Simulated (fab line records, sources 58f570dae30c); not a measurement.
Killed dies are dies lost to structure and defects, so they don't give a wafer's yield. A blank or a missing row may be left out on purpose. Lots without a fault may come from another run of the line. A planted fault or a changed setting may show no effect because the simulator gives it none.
A struck lot beside a sound one | flow berkeley_cmos170 | 20 steps out of a route of 331
Sound: wafers L337.1, L337.3, L337.5. Struck: wafers L348.2, L348.3, L348.6. The cause comes at the end.
At each step with rows: each side's tool, then ch and its chambers, then its first start. Under that, the readings that differ: sound wafers | struck wafers | difference of the means | sigmas: that difference in standard deviations of wafers without a fault.
alike: readings whose means differ by less than 2 such deviations, and words and numbers that are the same on both sides. not compared: withheld readings, readings that some wafer has no value for, bounds like >300 that may hide the same value, and numbers for which the record gives no deviation and whose values overlap.
The two part at a step that has a row with sigmas, a row that says differs or no value, or rows on one side only. Numbers that don't overlap but have no deviation are shown without sigmas and don't part them. A reading that every wafer of one side lacks parts them only if that side has two wafers or more.

first, 1 step without rows for these wafers: UCB170_CONTACT_CVD_01 (deposits PSG from SiH4/O2/PH3, target thk 700 nm, time 2820 s).
UCB170_CONTACT_THK_MEAS_02:
  sound on film_metro-01, day 10 03:01; struck on film_metro-01, day 12 16:51
  alike: CONTACT_PSG_THK
then, 3 steps without rows for these wafers: UCB170_CONTACT_HMDS_03 (prime time 60 s); UCB170_CONTACT_COAT_04 (resist thk 900 nm); UCB170_CONTACT_SOFTBAKE_05 (time 60 s).
UCB170_CONTACT_STRIP_06: strips in O2.
  sound on plasma_asher-02 ch 0,1, day 10 04:02; struck on plasma_asher-03 ch 0,1, day 12 17:21
  alike: drypump_motor_current_A, oes_product_au, strip_time_to_endpoint_s
  not compared: rf_hours_counter_h
then, 1 step without rows for these wafers: UCB170_CONTACT_CLEAN_07 (cleans in SPM, time 600 s).
UCB170_CONTACT_RTA_08: time 10 s.
  sound on rtp_anneal-01 ch 0, day 10 04:40; struck on rtp_anneal-02 ch 0, day 12 17:49
  reading            | sound             | struck            | difference | sigmas
  anneal_temp_c_max  | 904.1 903.9 902.9 | 902.9 902.2 902.0 | -1.3       | -2
  lamp_power_pct (%) | 24.8 24.8 24.8    | 20.4 20.3 20.3    | -4.5       | -2
  alike: wafer_temp_C_max
then, 4 steps without rows for these wafers: UCB170_CONTACT_COAT_09; UCB170_CONTACT_COAT_10 (resist thk 900 nm); UCB170_CONTACT_SOFTBAKE_11 (time 60 s); UCB170_CONTACT_EXPOSE_12 (exposes mask CONT, target cd 700 nm).
UCB170_CONTACT_PEB_13:
  sound on litho_track-01 ch 0, day 10 05:45; struck on litho_track-01 ch 0, day 12 18:35
  reading                  | sound                | struck               | difference | sigmas
  heater_power_total_W (W) | 56.78 56.82 56.75    | 55.37 55.45 55.49    | -1.35      | -30
  plate_temp_C (C)         | 130.21 130.07 130.12 | 127.55 127.45 127.77 | -2.54      | -20
then, 1 step without rows for these wafers: UCB170_CONTACT_DEVELOP_14 (develop time 45 s).
UCB170_CONTACT_CD_MEAS_15: target cd 700 nm.
  sound on cd_sem-02, day 10 06:01; struck on cd_sem-02, day 12 18:53
  reading    | sound             | struck            | difference | sigmas
  cd_nm (nm) | 698.8 698.3 699.1 | 686.5 686.8 686.2 | -12.2      | -9
UCB170_CONTACT_OVL_MEAS_16:
  sound on overlay-01, day 10 06:08; struck on overlay-02, day 12 18:59
  alike: CONTACT_OVL
UCB170_CONTACT_ETCH_17: etches BARC in N2/H2.
  sound on rie_diel-03 ch 0,2,3, day 10 06:11; struck on rie_diel-04 ch 0,1,3, day 12 19:01
  reading                  | sound             | struck            | difference | sigmas
  model.CONTACT.cd_nm (nm) | 699.3 699.5 700.1 | 686.8 686.2 686.1 | -13.3      |
  alike: drypump_motor_current_A, oes_product_au, throttle_valve_pct
UCB170_CONTACT_ETCH_18: etches PSG in CHF3/CF4/Ar, stops on TiSi2, target depth 840 nm, time 195 s.
  sound on rie_diel-03 ch 0,2,3; struck on rie_diel-04 ch 0,1,3
  reading                  | sound           | struck            | difference | sigmas
  model.CONTACT.cd_nm (nm) | 699 699.6 700.3 | 686.6 685.9 686.1 | -13.4      |
  alike: drypump_motor_current_A, mfc_ar_sccm, oes_product_au, throttle_valve_pct
  not compared: rf_hours_counter_h
UCB170_CONTACT_STRIP_19: strips in O2.
  sound on plasma_asher-04 ch 0,1, day 10 06:20; struck on plasma_asher-03 ch 0, day 12 19:11
  alike: drypump_motor_current_A, oes_product_au
  not compared: rf_hours_counter_h
UCB170_M3_PROBE_99:
  the record has rows for the struck wafers here (prober-02, day 13 12:13) and none for the sound ones

WHERE THEY PART
First at UCB170_CONTACT_RTA_08; last, within this record, at UCB170_M3_PROBE_99.

WHY: what the simulator had put in
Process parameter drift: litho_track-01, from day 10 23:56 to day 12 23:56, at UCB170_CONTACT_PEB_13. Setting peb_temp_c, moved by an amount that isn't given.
